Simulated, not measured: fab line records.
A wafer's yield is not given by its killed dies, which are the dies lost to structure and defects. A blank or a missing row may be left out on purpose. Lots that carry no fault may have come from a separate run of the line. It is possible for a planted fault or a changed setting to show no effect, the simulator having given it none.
Comparing a struck lot with a sound one :: flow rit_cmos :: 45 out of 202 route steps
Sound: these wafers, L121.4, L121.5, L121.6. Wafers struck: L128.1, L128.2, L128.6. The cause comes at the end.
Per side, at each step with rows, come the tool, then ch with its chambers, and then its first start. Under that, the readings that differ: sound wafers :: struck wafers :: difference of the means :: sigmas: that difference in standard deviations of wafers without a fault.
alike: words and numbers the same on both sides, and readings whose means are apart by under 2 such deviations; not compared: readings that were withheld, readings missing a value for some wafer, numbers with overlapping values and no deviation given by the record, and bounds like >300 which may hide the same value.
Wherever a step has rows on one side only, a row that says differs or no value, or a row with sigmas, the two part there. Numbers that have no deviation but don't overlap get no sigmas and don't part them. Lack of a reading on every wafer of one side parts them only where that side has two or more wafers.

first, 2 steps without rows for these wafers: RIT_NWELL_HARDBAKE_07 (time 120 s); RIT_NWELL_IMPLANT_08.
RIT_NWELL_STRIP_09: strips in O2, time 180 s.
  sound on plasma_asher-01 ch 0,1, day 4 01:02; struck on plasma_asher-04 ch 0,1, day 5 15:02
  alike: drypump_motor_current_A
  not compared: rf_hours_counter_h
RIT_NWELL_TW_MEAS_10:
  sound on film_metro-04, day 4 01:11; struck on film_metro-03, day 5 15:13
  alike: NWELL_TW
then, 2 steps without rows for these wafers: RIT_PWELL_HMDS_00 (prime time 60 s); RIT_PWELL_COAT_01 (resist thk 1300 nm).
RIT_PWELL_SOFTBAKE_02: time 61.68 s.
  sound on litho_track-01 ch 0, day 4 01:36; struck on litho_track-03 ch 0, day 5 15:35
  alike: chill_plate_temp_C, plate_sensor_t_centre_C, plate_sensor_t_edge_C
then, 3 steps without rows for these wafers: RIT_PWELL_EXPOSE_03 (exposes mask M3, target cd 43700 nm); RIT_PWELL_PEB_04; RIT_PWELL_DEVELOP_05 (develop time 68 s).
RIT_PWELL_OVL_MEAS_06:
  sound on overlay-01, day 4 02:07; struck on overlay-02, day 5 16:15
  alike: PWELL_OVL
then, 1 step without rows for these wafers: RIT_PWELL_HARDBAKE_07 (time 120 s).
RIT_PWELL_IMPLANT_08:
  sound on implanter-02 ch 0, day 4 02:28; struck on implanter-02 ch 0, day 5 16:32
reading: beam_energy_keV
sound: 169.97 169.92 169.89
struck: 118.99 119.08 119.04
difference: -50.89
sigmas: -99 or more

reading: model.implant.rp_nm (nm)
sound: 486.4 486.4 486.4
struck: 370.8 370.8 370.8
difference: -115.6
sigmas: 

reading: model.implant.drp_nm (nm)
sound: 102.9 102.9 102.9
struck: 89.74 89.74 89.74
difference: -13.16
sigmas: 
  alike: tilt_deg
RIT_PWELL_STRIP_09: strips in O2, time 180 s.
  sound on plasma_asher-02 ch 0,1, day 4 02:36; struck on plasma_asher-04 ch 0,1, day 5 16:41
  alike: drypump_motor_current_A
  not compared: rf_hours_counter_h
RIT_PWELL_TW_MEAS_10:
  sound on film_metro-02, day 4 02:44; struck on film_metro-04, day 5 16:52
reading: PWELL_TW
sound: 962 957 954
struck: 926 924 929
difference: -31
sigmas: -7
then, 1 step without rows for these wafers: RIT_WELLDRIVE_ANNEAL_00 (time 14700 s).
RIT_WELLDRIVE_RS_MEAS_01: uses a four-point probe to measure.
  sound on film_metro-04, day 4 07:55; struck on film_metro-03, day 5 23:01
  alike: NWELL_RS
RIT_WELLDRIVE_RS_MEAS_02: uses a four-point probe to measure.
  sound on film_metro-04, day 4 08:02; struck on film_metro-03, day 5 23:08
reading: PWELL_RS (ohm/sq)
sound: 427.9 428.8 429.5
struck: 444.2 444.2 442.7
difference: +15.0
sigmas: +16
then, 6 steps without rows for these wafers: RIT_NRETRO_HMDS_00 (prime time 60 s); RIT_NRETRO_COAT_01 (resist thk 1300 nm); RIT_NRETRO_SOFTBAKE_02 (time 60 s); RIT_NRETRO_EXPOSE_03 (exposes mask M4, target cd 43900 nm); RIT_NRETRO_PEB_04; RIT_NRETRO_DEVELOP_05 (develop time 68 s).
RIT_NRETRO_OVL_MEAS_06:
  sound on overlay-01, day 4 08:59; struck on overlay-01, day 6 00:08
  alike: NRETRO_OVL
then, 2 steps without rows for these wafers: RIT_NRETRO_HARDBAKE_07 (time 120 s); RIT_NRETRO_IMPLANT_08.
RIT_NRETRO_STRIP_09: strips in O2, time 180 s.
  sound on plasma_asher-02 ch 0,1, day 4 09:28; struck on plasma_asher-02 ch 0,1, day 6 00:35
  alike: drypump_motor_current_A
  not compared: rf_hours_counter_h
RIT_NRETRO_TW_MEAS_10:
  sound on film_metro-01, day 4 09:37; struck on film_metro-03, day 6 00:46
  alike: NRETRO_TW
then, 6 steps without rows for these wafers: RIT_PRETRO_HMDS_00 (prime time 60 s); RIT_PRETRO_COAT_01 (resist thk 1300 nm); RIT_PRETRO_SOFTBAKE_02 (time 60 s); RIT_PRETRO_EXPOSE_03 (exposes mask M5, target cd 43700 nm); RIT_PRETRO_PEB_04; RIT_PRETRO_DEVELOP_05 (develop time 68 s).
RIT_PRETRO_OVL_MEAS_06:
  sound on overlay-02, day 4 10:41; struck on overlay-02, day 6 01:49
  alike: PRETRO_OVL
then, 2 steps without rows for these wafers: RIT_PRETRO_HARDBAKE_07 (time 120 s); RIT_PRETRO_IMPLANT_08.
RIT_PRETRO_STRIP_09: strips in O2, time 180 s.
  sound on plasma_asher-02 ch 0,1, day 4 11:10; struck on plasma_asher-04 ch 0,1, day 6 02:16
  alike: drypump_motor_current_A
  not compared: rf_hours_counter_h
RIT_PRETRO_TW_MEAS_10:
  sound on film_metro-04, day 4 11:19; struck on film_metro-02, day 6 02:26
reading: PRETRO_TW
sound: 478.7 480.3 478.1
struck: 473.3 473.5 473.8
difference: -5.5
sigmas: -2
then, 2 steps without rows for these wafers: RIT_GATE_WET_ETCH_00 (etches SiO2 in BOE, target depth 56 nm, time 60 s); RIT_GATE_CLEAN_01 (cleans in SC1, time 600 s).
RIT_GATE_DEVELOP_15: develop time 50 s.
  sound on litho_track-04 ch 0; struck on litho_track-04 ch 0
reading: chill_plate_temp_C (C)
sound: 23.07 23.13 23.12
struck: 22.65 22.76 22.86
difference: -0.35
sigmas: -3

reading: model.GATE.cd_nm (nm)
sound: 149.2 150.5 151.1
struck: 147.7 145.2 145.6
difference: -4.1
sigmas: 
RIT_GATE_ETCH_19: etches poly-Si in SF6/CHF3/O2, stops on SiO2, time 165 s, target depth 312.5 nm.
  sound on rie_si-02 ch 0,1,3, day 4 19:07; struck on rie_si-01 ch 0,3, day 6 10:08
reading: model.GATE.cd_nm (nm)
sound: 149.2 150.5 151.1
struck: 147.7 145.2 145.5
difference: -4.1
sigmas: 
  alike: drypump_motor_current_A, oes_product_au, throttle_valve_pct
  not compared: rf_hours_counter_h
RIT_M1_PROBE_99:
  sound on prober-02, day 5 17:53; struck on prober-02, day 7 07:14
reading: model.etest.nmos_0p3.r_on_ohm_um
sound: 2102 2112 2127
struck: 2213 2183 2193
difference: +83
sigmas: 

reading: model.etest.pwell.rs_ohm_sq
sound: 405.1 410 408.6
struck: 465.8 472.5 469.8
difference: +61.5
sigmas: 

reading: model.etest.pwell_pinched.rs_ohm_sq
sound: 451 455.6 456.7
struck: 476.4 475.5 475.4
difference: +21.3
sigmas: 

reading: model.etest.nmos_0p3.drive_ua_um
sound: 235.1 234.9 233.8
struck: 211.5 214.5 206.8
difference: -23.7
sigmas: 

reading: model.etest.ppoly_line.line_ohm_um
sound: 166.8 163 165.4
struck: 167.6 168.7 173
difference: +4.7
sigmas: 

reading: model.etest.npoly_line.width_nm (nm)
sound: 103.2 103.5 104.4
struck: 101.3 99.24 98.58
difference: -4.0
sigmas: 
  alike: killed_at_front_end, killed_dies, killed_open, killed_short
  not compared: model.etest.pmos_0p15.drive_ua_um, model.etest.npoly_line.line_ohm_um

## WHERE THEY PART
At RIT_PWELL_IMPLANT_08 first; at RIT_GATE_DEVELOP_15 last (within this record only). Later steps at which nothing parts them and some readings are alike: RIT_GATE_ETCH_19, RIT_M1_PROBE_99.

WHY: whatever the simulator had introduced
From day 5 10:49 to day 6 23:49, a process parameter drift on implanter-02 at RIT_PWELL_IMPLANT_08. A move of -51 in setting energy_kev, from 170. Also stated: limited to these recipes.
